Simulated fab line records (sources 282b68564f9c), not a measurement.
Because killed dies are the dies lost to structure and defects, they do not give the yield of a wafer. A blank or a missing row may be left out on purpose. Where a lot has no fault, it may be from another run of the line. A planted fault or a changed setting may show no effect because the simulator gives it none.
fab line records	flow rit_cmos
record: lots: 6	wafers: 18	last_day: 7
route steps=202 shown GATE@89 REOX@98 NLDD@103 PLDD@114 SPACER@125 M1@202
lots with no fault: from the same line, run without faults
start_h: hours from the record's opening day to when the first of the lot's shown wafers began	wait_h: time in hours since the lot's previous step	" as in the row above	L1.1+2: one row covering several wafers at once	- value missing, or start not given	* or withheld: withheld	< > ~ a bound
route shown NAME@n: NAME is a module with steps in the file, n the number in the route of the first one	usual: mean/standard deviation taken from wafers without a fault	same: alike in all rows	chamber/n: place in a boat	sites: per-site readings	_std_site: the standard deviation of these	_edge_site: outer sites' mean less inner sites'	radius_mm: how far each site lies from the wafer's centre	mask NAME#n: copy n	behind: tool/chamber where the wafer was last shaped	hold: the reason the lot was held/the length of the hold in hours/how it ended	device: whichever transistor did not switch (one of n, p or np)	end of line: the same wafers' tests at the end of the route	a step with no rows: only its recipe	killed: count of dies lost to structure and defects at first sort (not the wafer's yield)	map: shows each die of a wafer: x if killed, . if not, _ if none is there
set.NAME: setting as actually run; set.NAME@STEP: the setting as run at that earlier step	model.NAME: the simulator's own value behind a step, which no gauge read
certain route steps with their lots: each step a table, each wafer a row
services: a tool's chamber out of use, with start hour (start_h, from the record's first day; less than 0 if before it), hours out, and reason
== steps ==
step: RIT_GATE_EXPOSE_13
recipe: mask_id: M6	na: 0.6	source_shape: conventional	sigma_outer: 0.6	target_cd_nm: 150	dose_mj: 380
step: RIT_GATE_PEB_14
recipe: resist: NOVOLAK	temp_c: withheld	time_s: withheld
step: RIT_GATE_DEVELOP_15
recipe: resist: NOVOLAK	develop_time_s: 50	dev_temp_c: 23
step: RIT_GATE_CD_MEAS_16
recipe: target_cd_nm: 150
usual: cd_nm: 149.6/2.2
lot.wafer	tool	chamber	start_h	wait_h	cd_nm
L778.1	cd_sem-01	-	57.77	-	149.3
L778.5	"	-	"	"	151.3
L778.6	"	-	"	"	150.7
L780.1	cd_sem-02	-	67.13	-	149.0
L780.3	"	-	"	"	151.7
L780.5	"	-	"	"	148.0
L781.3	cd_sem-02	-	71.13	-	147.9
L781.5	"	-	"	"	146.8
L781.6	"	-	"	"	149.0
L782.2	cd_sem-02	-	76.48	-	145.6
L782.3	"	-	"	"	148.0
L782.4	"	-	"	"	148.0
L794.2	cd_sem-02	-	137.37	-	152.3
L794.4	"	-	"	"	151.7
L794.5	"	-	"	"	149.5
L796.1	cd_sem-02	-	146.51	-	148.5
L796.2	"	-	"	"	145.8
L796.6	"	-	"	"	146.3
step: RIT_GATE_OVL_MEAS_17
usual: GATE_OVL: 0.2/1.6
lot.wafer	tool	chamber	start_h	wait_h	GATE_OVL[nm]
L778.1	overlay-02	-	57.89	0.1	2.0
L778.5	"	-	"	"	1.4
L778.6	"	-	"	"	1.4
L780.1	overlay-01	-	67.25	0.1	-2.5
L780.3	"	-	"	"	-2.2
L780.5	"	-	"	"	-1.2
L781.3	overlay-01	-	71.22	0.1	1.1
L781.5	"	-	"	"	0.7
L781.6	"	-	"	"	1.3
L782.2	overlay-02	-	76.59	0.1	-0.8
L782.3	"	-	"	"	1.3
L782.4	"	-	"	"	0.6
L794.2	overlay-01	-	137.48	0.1	1.2
L794.4	"	-	"	"	0.8
L794.5	"	-	"	"	-0.4
L796.1	overlay-01	-	146.63	0.1	-3.6
L796.2	"	-	"	"	-3.4
L796.6	"	-	"	"	-3.2
step: RIT_GATE_HARDBAKE_18
recipe: resist: NOVOLAK	temp_c: 140	time_s: 60
step: RIT_GATE_ETCH_19
recipe: chemistry: SF6/CHF3/O2	time_s: 165	SF6_flow_sccm: 30	CHF3_flow_sccm: 30	O2_flow_sccm: 5	target: poly-Si	pressure_mtorr: 40	rf_w: 160	target_depth_a: 3125	over_etch_frac: 0.25	stop_on: SiO2
usual: drypump_motor_current_A: 5.96/0.28	oes_product_au: 0.856/0.014	throttle_valve_pct: 10.20/0.075
lot.wafer	tool	chamber	start_h	wait_h	drypump_motor_current_A	oes_product_au	rf_hours_counter_h	throttle_valve_pct
L778.1	rie_si-02	1	58.08	0.1	6.02	0.855	1	10.27
L778.5	"	2	"	"	5.86	0.865	-	10.18
L778.6	"	1	"	"	5.98	0.854	-	10.26
L780.1	rie_si-02	1	67.44	0.1	5.96	0.837	1	10.26
L780.3	"	2	"	"	5.84	0.849	1	10.19
L780.5	"	1	"	"	5.98	0.843	-	10.27
L781.3	rie_si-01	1	71.40	0.1	5.45	0.842	3	10.19
L781.5	"	1	"	"	5.45	0.841	-	10.19
L781.6	"	0	"	"	5.71	0.854	-	10.15
L782.2	rie_si-01	0	76.95	0.1	5.74	0.871	14	10.12
L782.3	"	3	"	"	6.18	0.851	143	10.10
L782.4	"	2	"	"	5.97	0.839	112	10.31
L794.2	rie_si-01	2	137.66	0.1	6.01	0.833	113	10.31
L794.4	"	0	"	"	5.73	0.879	14	10.14
L794.5	"	3	"	"	6.19	0.862	-	10.10
L796.1	rie_si-01	2	146.82	0.1	6.00	0.844	113	10.30
L796.2	"	1	"	"	5.44	0.848	4	10.19
L796.6	"	1	"	"	5.45	0.852	-	10.18
step: RIT_GATE_STRIP_20
recipe: chemistry: O2	time_s: 180	resist: NOVOLAK	platen_temp_c: withheld	power_w: 500	pressure_mtorr: 4000	o2_flow_sccm: 4000
usual: drypump_motor_current_A: 5.6/0.66
lot.wafer	tool	chamber	start_h	wait_h	drypump_motor_current_A	rf_hours_counter_h
L778.1	plasma_asher-01	1	58.19	0.1	5.1	43
L778.5	"	1	"	"	5.0	-
L778.6	"	0	"	"	5.4	-
L780.1	plasma_asher-03	1	67.55	0.1	6.5	43
L780.3	"	1	"	"	6.5	-
L780.5	"	0	"	"	5.6	-
L781.3	plasma_asher-01	0	71.56	0.1	5.4	-
L781.5	"	0	"	"	5.4	-
L781.6	"	1	"	"	5.0	-
L782.2	plasma_asher-04	1	77.06	0.1	4.7	45
L782.3	"	0	"	"	6.2	-
L782.4	"	1	"	"	4.7	-
L794.2	plasma_asher-03	0	137.77	0.1	5.5	51
L794.4	"	0	"	"	5.6	-
L794.5	"	0	"	"	5.5	-
L796.1	plasma_asher-03	1	146.92	0.1	6.6	52
L796.2	"	0	"	"	5.6	52
L796.6	"	1	"	"	6.6	-
step: RIT_GATE_CD_MEAS_90
recipe: target_cd_nm: 150
usual: cd_nm: 149.6/2.2
lot.wafer	tool	chamber	start_h	wait_h	cd_nm
L778.1	cd_sem-01	-	58.36	0.1	149.4
L778.5	"	-	"	"	151.2
L778.6	"	-	"	"	150.6
L780.1	cd_sem-01	-	67.72	0.1	149.2
L780.3	"	-	"	"	151.5
L780.5	"	-	"	"	148.1
L781.3	cd_sem-02	-	71.72	0.1	147.9
L781.5	"	-	"	"	146.9
L781.6	"	-	"	"	149.0
L782.2	cd_sem-01	-	77.26	0.1	146.0
L782.3	"	-	"	"	147.8
L782.4	"	-	"	"	148.0
L794.2	cd_sem-01	-	137.96	0.1	152.4
L794.4	"	-	"	"	151.7
L794.5	"	-	"	"	150.0
L796.1	cd_sem-02	-	147.10	0.1	148.2
L796.2	"	-	"	"	146.5
L796.6	"	-	"	"	146.2
step: RIT_REOX_CLEAN_00
recipe: chemistry: SC1	mix: 3:3:50	time_s: 600	temp_c: 75
step: RIT_REOX_CLEAN_01
recipe: chemistry: dHF	dilution: 50:1	time_s: 30
step: RIT_REOX_CLEAN_02
recipe: chemistry: SC2	mix: 3:3:50	time_s: 600	temp_c: 75	dry: n2_spin
step: RIT_REOX_OXIDATION_03
recipe: temp_c: 900	ambient: O2	target_thk_a: 252	ox_time_s: 5580
usual: spike_tc_centre_C: 902.1/1.2	spike_tc_load_C: 928.6/1.9	spike_tc_source_C: 922.1/1.4
same: ox_time_s: 5580
lot.wafer	tool	chamber	start_h	wait_h	spike_tc_centre_C	spike_tc_load_C	spike_tc_source_C	model.SiO2_of_REOX_OXIDATION_03.thk_nm
L778.1	furnace-04	0	58.85	0.0	902.4	925.1	924.8	24.18
L778.5	"	0	"	"	901.6	924.6	924.3	24.43
L778.6	"	0	"	"	902.2	925.2	925.2	24.16
L780.1	furnace-03	0	68.25	0.0	901.2	929.4	921.0	25.94
L780.3	"	0	"	"	903.1	931.0	922.4	25.61
L780.5	"	0	"	"	902.5	931.2	921.0	26.12
L781.3	furnace-04	0	72.17	0.0	910.4	936.3	934.5	28.21
L781.5	"	0	"	"	909.4	935.0	934.4	28.35
L781.6	"	0	"	"	910.6	934.9	932.9	27.91
L782.2	furnace-04	0	78.31	0.6	911.8	934.9	933.0	27.73
L782.3	"	0	"	"	911.3	934.8	935.4	27.65
L782.4	"	0	"	"	909.4	934.8	932.3	28.11
L794.2	furnace-02	0	138.43	0.0	902.6	929.5	920.3	25.48
L794.4	"	0	"	"	902.9	929.8	920.6	25.38
L794.5	"	0	"	"	902.7	929.4	920.3	25.15
L796.1	furnace-02	0	147.75	0.2	901.7	929.1	920.1	24.58
L796.2	"	0	"	"	904.6	930.4	920.7	24.99
L796.6	"	0	"	"	903.1	930.1	920.1	24.8
step: RIT_REOX_THK_MEAS_04
recipe: reads: SiO2_of_REOX_OXIDATION_03
usual: REOX_OXIDE_THK: 25.2/0.45
lot.wafer	tool	chamber	start_h	wait_h	REOX_OXIDE_THK[nm]
L778.1	film_metro-04	-	61.40	0.0	24.1
L778.5	"	-	"	"	24.4
L778.6	"	-	"	"	24.2
L780.1	film_metro-02	-	70.80	0.0	25.9
L780.3	"	-	"	"	25.6
L780.5	"	-	"	"	26.2
L781.3	film_metro-03	-	74.74	0.0	28.2
L781.5	"	-	"	"	28.3
L781.6	"	-	"	"	27.9
L782.2	film_metro-03	-	80.87	0.0	27.8
L782.3	"	-	"	"	27.7
L782.4	"	-	"	"	28.1
L794.2	film_metro-02	-	140.99	0.0	25.5
L794.4	"	-	"	"	25.3
L794.5	"	-	"	"	25.1
L796.1	film_metro-02	-	150.30	0.0	24.6
L796.2	"	-	"	"	25.0
L796.6	"	-	"	"	24.8
step: RIT_NLDD_HMDS_00
recipe: prime_time_s: 60	prime_temp_c: 140
step: RIT_NLDD_COAT_01
recipe: resist: NOVOLAK	spin_rpm: 3250	resist_thk_nm: 1000
step: RIT_NLDD_SOFTBAKE_02
recipe: resist: NOVOLAK	temp_c: 90	time_s: 60
step: RIT_NLDD_EXPOSE_03
recipe: mask_id: M7	na: 0.57	target_cd_nm: 40700	dose_mj: 250
step: RIT_NLDD_PEB_04
recipe: resist: NOVOLAK	temp_c: withheld	time_s: withheld
step: RIT_NLDD_DEVELOP_05
recipe: resist: NOVOLAK	develop_time_s: 50	dev_temp_c: 23
step: RIT_NLDD_OVL_MEAS_06
usual: NLDD_OVL: -0.1/1.3
lot.wafer	tool	chamber	start_h	wait_h	NLDD_OVL[nm]
L778.1	overlay-01	-	62.31	-	0.6
L778.5	"	-	"	"	2.3
L778.6	"	-	"	"	3.1
L780.1	overlay-02	-	71.94	-	1.0
L780.3	"	-	"	"	0.6
L780.5	"	-	"	"	0.3
L781.3	overlay-02	-	75.90	-	0.1
L781.5	"	-	"	"	-0.1
L781.6	"	-	"	"	-0.1
L782.2	overlay-02	-	81.78	-	1.4
L782.3	"	-	"	"	0.6
L782.4	"	-	"	"	1.0
L794.2	overlay-02	-	141.89	-	-0.8
L794.4	"	-	"	"	-2.2
L794.5	"	-	"	"	-0.3
L796.1	overlay-01	-	151.45	-	-0.2
L796.2	"	-	"	"	0.4
L796.6	"	-	"	"	-1.5
step: RIT_NLDD_HARDBAKE_07
recipe: resist: NOVOLAK	temp_c: 140	time_s: 60
step: RIT_NLDD_IMPLANT_08
recipe: species: P	energy_kev: 20	dose_cm2: 5e+14	tilt_deg: 7
step: RIT_NLDD_STRIP_09
recipe: chemistry: O2	time_s: 180	resist: NOVOLAK	platen_temp_c: withheld	power_w: 500	pressure_mtorr: 4000	o2_flow_sccm: 4000
usual: drypump_motor_current_A: 5.8/0.56
lot.wafer	tool	chamber	start_h	wait_h	drypump_motor_current_A	rf_hours_counter_h
L778.1	plasma_asher-03	1	62.64	0.1	6.5	43
L778.5	"	0	"	"	5.6	-
L778.6	"	1	"	"	6.5	-
L780.1	plasma_asher-02	1	72.27	0.1	5.5	24
L780.3	"	0	"	"	5.9	-
L780.5	"	0	"	"	5.9	-
L781.3	plasma_asher-03	0	76.29	0.1	5.6	-
L781.5	"	1	"	"	6.6	-
L781.6	"	0	"	"	5.5	-
L782.2	plasma_asher-03	0	82.32	0.1	5.5	45
L782.3	"	0	"	"	5.6	-
L782.4	"	1	"	"	6.6	-
L794.2	plasma_asher-02	1	142.22	0.1	5.5	32
L794.4	"	0	"	"	5.8	-
L794.5	"	0	"	"	5.9	-
L796.1	plasma_asher-02	1	151.85	0.1	5.5	33
L796.2	"	0	"	"	5.9	33
L796.6	"	1	"	"	5.5	-
step: RIT_NLDD_TW_MEAS_10
usual: NLDD_TW: 2457/27
lot.wafer	tool	chamber	start_h	wait_h	NLDD_TW
L778.1	film_metro-03	-	62.82	0.1	2448
L778.5	"	-	"	"	2456
L778.6	"	-	"	"	2438
L780.1	film_metro-03	-	72.45	0.1	2472
L780.3	"	-	"	"	2469
L780.5	"	-	"	"	2457
L781.3	film_metro-04	-	76.42	0.1	2467
L781.5	"	-	"	"	2468
L781.6	"	-	"	"	2485
L782.2	film_metro-03	-	82.51	0.1	2459
L782.3	"	-	"	"	2459
L782.4	"	-	"	"	2453
L794.2	film_metro-03	-	142.41	0.1	2428
L794.4	"	-	"	"	2432
L794.5	"	-	"	"	2423
L796.1	film_metro-04	-	152.03	0.1	2491
L796.2	"	-	"	"	2505
L796.6	"	-	"	"	2486
step: RIT_PLDD_HMDS_00
recipe: prime_time_s: 60	prime_temp_c: 140
step: RIT_PLDD_COAT_01
recipe: resist: NOVOLAK	spin_rpm: 3250	resist_thk_nm: 1000
step: RIT_PLDD_SOFTBAKE_02
recipe: resist: NOVOLAK	temp_c: 90	time_s: 60
step: RIT_PLDD_EXPOSE_03
recipe: mask_id: M8	na: 0.57	target_cd_nm: 40900	dose_mj: 250
step: RIT_PLDD_PEB_04
recipe: resist: NOVOLAK	temp_c: withheld	time_s: withheld
step: RIT_PLDD_DEVELOP_05
recipe: resist: NOVOLAK	develop_time_s: 50	dev_temp_c: 23
step: RIT_PLDD_OVL_MEAS_06
usual: PLDD_OVL: 0.1/1.6
lot.wafer	tool	chamber	start_h	wait_h	PLDD_OVL[nm]
L778.1	overlay-01	-	63.84	-	1.4
L778.5	"	-	"	"	1.3
L778.6	"	-	"	"	2.4
L780.1	overlay-01	-	73.48	-	2.4
L780.3	"	-	"	"	3.6
L780.5	"	-	"	"	4.1
L781.3	overlay-01	-	77.45	-	-0.2
L781.5	"	-	"	"	-0.4
L781.6	"	-	"	"	0.2
L782.2	overlay-02	-	83.54	-	-2.3
L782.3	"	-	"	"	-1.4
L782.4	"	-	"	"	-2.0
L794.2	overlay-01	-	143.32	-	-1.1
L794.4	"	-	"	"	-1.0
L794.5	"	-	"	"	-0.7
L796.1	overlay-01	-	153.06	-	1.3
L796.2	"	-	"	"	-0.5
L796.6	"	-	"	"	-0.1
step: RIT_PLDD_HARDBAKE_07
recipe: resist: NOVOLAK	temp_c: 140	time_s: 60
step: RIT_PLDD_IMPLANT_08
recipe: species: BF2	energy_kev: 20	dose_cm2: 9e+14	tilt_deg: 7
step: RIT_PLDD_STRIP_09
recipe: chemistry: O2	time_s: 180	resist: NOVOLAK	platen_temp_c: withheld	power_w: 500	pressure_mtorr: 4000	o2_flow_sccm: 4000
usual: drypump_motor_current_A: 5.8/0.49
lot.wafer	tool	chamber	start_h	wait_h	drypump_motor_current_A	rf_hours_counter_h
L778.1	plasma_asher-03	0	64.17	0.1	5.6	43
L778.5	"	1	"	"	6.5	-
L778.6	"	0	"	"	5.5	-
L780.1	plasma_asher-03	0	73.82	0.1	5.6	44
L780.3	"	1	"	"	6.6	-
L780.5	"	0	"	"	5.6	-
L781.3	plasma_asher-03	1	77.83	0.1	6.6	-
L781.5	"	1	"	"	6.6	-
L781.6	"	0	"	"	5.5	-
L782.2	plasma_asher-02	1	83.87	0.1	5.5	25
L782.3	"	1	"	"	5.5	-
L782.4	"	0	"	"	5.9	-
L794.2	plasma_asher-01	1	143.65	0.1	5.0	3
L794.4	"	1	"	"	5.1	-
L794.5	"	0	"	"	5.4	-
L796.1	plasma_asher-03	1	153.40	0.1	6.5	52
L796.2	"	0	"	"	5.6	52
L796.6	"	0	"	"	5.6	-
step: RIT_PLDD_TW_MEAS_10
usual: PLDD_TW: 2317/21
lot.wafer	tool	chamber	start_h	wait_h	PLDD_TW
L778.1	film_metro-03	-	64.35	0.1	2299
L778.5	"	-	"	"	2304
L778.6	"	-	"	"	2315
L780.1	film_metro-03	-	74.00	0.1	2320
L780.3	"	-	"	"	2329
L780.5	"	-	"	"	2317
L781.3	film_metro-01	-	77.97	0.1	2277
L781.5	"	-	"	"	2285
L781.6	"	-	"	"	2293
L782.2	film_metro-03	-	84.05	0.1	2331
L782.3	"	-	"	"	2319
L782.4	"	-	"	"	2316
L794.2	film_metro-01	-	143.83	0.1	2283
L794.4	"	-	"	"	2289
L794.5	"	-	"	"	2290
L796.1	film_metro-03	-	153.57	0.1	2308
L796.2	"	-	"	"	2307
L796.6	"	-	"	"	2318
step: RIT_SPACER_CLEAN_00
recipe: chemistry: SC1	mix: 3:3:50	time_s: 600	temp_c: 75
lot.wafer	tool	chamber	start_h	wait_h	model.SiO2_of_REOX_OXIDATION_03.thk_nm
L778.1	wet_bench-04	3	64.41	0.1	22.29
L778.5	"	3	"	"	22.53
L778.6	"	3	"	"	22.27
L780.1	wet_bench-04	2	74.06	0.1	23.95
L780.3	"	2	"	"	23.64
L780.5	"	2	"	"	24.11
L781.3	wet_bench-04	2	78.01	0.0	26.04
L781.5	"	2	"	"	26.18
L781.6	"	2	"	"	25.75
L782.2	wet_bench-04	1	84.10	0.0	25.61
L782.3	"	1	"	"	25.53
L782.4	"	1	"	"	25.96
L794.2	wet_bench-04	2	143.88	0.0	23.5
L794.4	"	2	"	"	23.41
L794.5	"	2	"	"	23.19
L796.1	wet_bench-04	2	153.63	0.1	22.7
L796.2	"	2	"	"	23.08
L796.6	"	2	"	"	22.9
step: RIT_SPACER_CLEAN_01
recipe: chemistry: dHF	dilution: 50:1	time_s: 30
step: RIT_M1_PROBE_99
usual: killed_at_contacts: 0.1/0.27	killed_at_front_end: 6.1/2.9	killed_dies: 6.2/2.9	killed_open: 3.2/1.9	killed_short: 3/1.9
same: gross_dies: 264	killed_at_M0_to_M3: 0	killed_at_M4_up: 0	killed_at_back_side: 0	killed_at_other: 0
lot.wafer	tool	chamber	start_h	wait_h	killed_at_contacts	killed_at_front_end	killed_dies	killed_open	killed_short	model.etest.pmos_turned.r_on_ohm_um	model.etest.pmos_0p3.r_on_ohm_um	model.etest.pmos_0p15.r_on_ohm_um	model.etest.pldd.rs_ohm_sq	model.etest.nmos_0p3.r_on_ohm_um	model.etest.nmos_0p15.r_on_ohm_um	model.etest.nmos_turned.drive_ua_um	model.etest.nldd.rs_ohm_sq
L778.1	prober-02	-	77.68	0.1	0	5	5	5	0	3402	6224	2731	488.2	2129	1119	339.2	357.2
L778.5	prober-02	-	77.88	0.2	0	4	4	1	3	3400	6222	2720	495.9	2104	1080	333.8	362.3
L778.6	prober-02	-	77.93	0.2	0	5	5	4	1	3425	6253	2784	487.5	2154	1125	328	358.3
L780.1	prober-01	-	88.67	0.1	0	3	3	2	1	3468	6313	2754	536.8	2156	1112	321.3	379.1
L780.3	prober-01	-	88.77	0.2	0	6	6	4	2	3458	6142	2781	523.4	2124	1133	329.7	375
L780.5	prober-01	-	88.87	0.2	0	8	8	6	2	3483	6213	2770	549.8	2121	1124	320.6	383.9
L781.3	prober-02	-	91.73	0.2	0	2	2	2	0	3978	6413	3017	708.6	2205	1209	266.3	432.3
L781.5	prober-02	-	91.83	0.2	0	8	8	3	5	4012	6485	3050	726.1	2195	1204	268.1	433.6
L781.6	prober-02	-	91.88	0.2	0	0	0	0	0	3906	6410	2985	676.5	2180	1190	276.9	425.5
L782.2	prober-01	-	97.59	0.1	0	1	1	0	1	3900	6508	2970	648	2254	1208	278.4	408.4
L782.3	prober-01	-	97.64	0.2	0	6	6	3	3	3908	6524	3011	645.2	2250	1217	279.8	407.9
L782.4	prober-01	-	97.69	0.2	1	7	8	3	5	4012	6636	3058	681.5	2248	1218	266.1	417.9
L794.2	prober-02	-	158.72	0.1	0	5	5	2	3	3588	6441	2873	528.9	2226	1181	297.4	398.7
L794.4	prober-02	-	158.82	0.2	0	7	7	3	4	3639	6569	2916	522.5	2258	1194	291.1	397.8
L794.5	prober-02	-	158.87	0.2	0	5	5	5	0	3511	6438	2803	516	2233	1158	306.7	391.9
L796.1	prober-02	-	167.13	0.1	1	6	7	7	0	3380	6160	2726	511.4	2110	1101	334.5	372.4
L796.2	prober-02	-	167.18	0.1	0	9	9	5	4	3484	6385	2769	533	2152	1104	329.4	379.8
L796.6	prober-02	-	167.38	0.2	0	6	6	2	4	3380	6235	2694	520.9	2128	1098	336.9	378.3
killed by level:class
L778.1 FOX2:geometric_particle:open=2 GATE:geometric_particle:open=2 SILICIDE:geometric_particle:open=1
L778.5 GATE:geometric_particle:short=2 FOX2:geometric_particle:open=1 REOX:geometric_particle:short=1
L778.6 REOX:geometric_particle:open=2 FOX2:geometric_particle:short=1 FOX2:geometric_particle:open=1 SILICIDE:geometric_particle:open=1
L780.1 GATE:geometric_particle:open=1 REOX:geometric_particle:short=1 SPACER:geometric_particle:open=1
L780.3 FOX1:geometric_particle:open=2 FOX2:geometric_particle:open=1 REOX:geometric_particle:short=1 SPACER:geometric_particle:open=1 SPACER:geometric_particle:short=1
L780.5 FOX2:geometric_particle:open=2 REOX:geometric_particle:open=2 FOX1:geometric_particle:open=1 GATE:geometric_particle:short=1 SPACER:geometric_particle:short=1 SILICIDE:geometric_particle:open=1
L781.3 SPACER:geometric_particle:open=1 SILICIDE:geometric_particle:open=1
L781.5 SPACER:geometric_particle:short=2 SILICIDE:geometric_particle:open=2 FOX1:geometric_particle:short=1 FOX2:geometric_particle:short=1 GATE:geometric_particle:open=1 REOX:geometric_particle:short=1
L781.6
L782.2 GATE:geometric_particle:short=1
L782.3 REOX:geometric_particle:open=2 FOX1:geometric_particle:short=1 GATE:geometric_particle:short=1 GATE:geometric_particle:open=1 REOX:geometric_particle:short=1
L782.4 FOX1:geometric_particle:short=2 GATE:geometric_particle:short=2 ACTIVE:geometric_particle:open=1 REOX:geometric_particle:open=1 SPACER:geometric_particle:open=1 CONTACT:geometric_particle:short=1
L794.2 GATE:geometric_particle:short=3 REOX:geometric_particle:open=2
L794.4 FOX1:geometric_particle:short=1 GATE:geometric_particle:short=1 REOX:geometric_particle:open=1 SPACER:geometric_particle:open=1 SPACER:geometric_particle:short=1 SILICIDE:geometric_particle:short=1 SILICIDE:geometric_particle:open=1
L794.5 FOX2:geometric_particle:open=1 GATE:geometric_particle:open=1 REOX:geometric_particle:open=1 SPACER:geometric_particle:open=1 SILICIDE:geometric_particle:open=1
L796.1 GATE:geometric_particle:open=3 SILICIDE:geometric_particle:open=2 REOX:geometric_particle:open=1 CONTACT:geometric_particle:open=1
L796.2 GATE:geometric_particle:open=3 SILICIDE:geometric_particle:short=2 FOX2:geometric_particle:short=1 GATE:geometric_particle:short=1 REOX:geometric_particle:open=1 SILICIDE:geometric_particle:open=1
L796.6 GATE:geometric_particle:short=4 GATE:geometric_particle:open=1 SILICIDE:geometric_particle:open=1
== services ==
tool	chamber	start_h	hours	kind
wet_bench-04	-	55.09	1.2	repair
rie_si-02	-	75.80	1.2	repair
rie_si-01	2	79.38	5.0	repair
furnace-03	-	83.67	4.0	pm
rie_si-01	3	84.62	4.9	repair
plasma_asher-02	-	105.11	0.7	repair
plasma_asher-01	-	108.85	9.0	pm
plasma_asher-01	0	108.85	9.0	vent_cycle
plasma_asher-01	1	108.85	9.0	vent_cycle
rie_si-02	0	111.21	6.5	repair
rie_si-02	0	117.69	-	clean
rie_si-02	0	117.69	18.6	scheduled_down
rie_si-02	0	117.69	18.6	vent_cycle
plasma_asher-01	0	117.85	-	clean
plasma_asher-01	1	117.85	-	clean
rie_si-02	3	128.69	6.2	repair
rie_si-01	3	142.15	-	clean
rie_si-01	3	142.15	15.1	scheduled_down
rie_si-01	3	142.15	15.1	vent_cycle
plasma_asher-04	-	151.20	3.0	repair
== key ==
first_sign: step: RIT_REOX_OXIDATION_03	reading: spike_tc_source_C	direction: up	sigmas: 8.4	usual: 922.1	struck: 933.7
effect: step: RIT_REOX_OXIDATION_03	reading: spike_tc_centre_C	direction: up	sigmas: 7.2	usual: 902.1	struck: 910.5
effect: step: RIT_REOX_THK_MEAS_04	reading: REOX_OXIDE_THK	direction: up	sigmas: 6.2	usual: 25.2	struck: 28.0
model_effect: step: RIT_REOX_OXIDATION_03	value: SiO2_of_REOX_OXIDATION_03.thk_nm	without: 25.3	struck: 28
model_effect: step: RIT_SPACER_CLEAN_00	value: SiO2_of_REOX_OXIDATION_03.thk_nm	without: 23.36	struck: 25.84
model_effect: step: RIT_M1_PROBE_99	value: etest.pmos_turned.r_on_ohm_um	without: 3376	struck: 3953
met_at RIT_REOX_OXIDATION_03
struck_wafers L781.3,L781.5,L781.6,L782.2,L782.3,L782.4
tester_left_out L781,L782
onset_between 58.85 72.17
fault: kind: process_parameter_drift	tool: furnace-04	chamber: -	onset_h: 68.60	steps: RIT_REOX_OXIDATION_03	channel: temp_c	offset: *	shape: step	end_h: 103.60	acts_in: *	stated: *
tester_left_out: of these lots the tester's yield and bins aren't shown, on N5 and GAA mostly nor the transistor test; their killed dies are dies lost to structure and defects alone, not to doping, threshold or leakage, so they don't give the yield
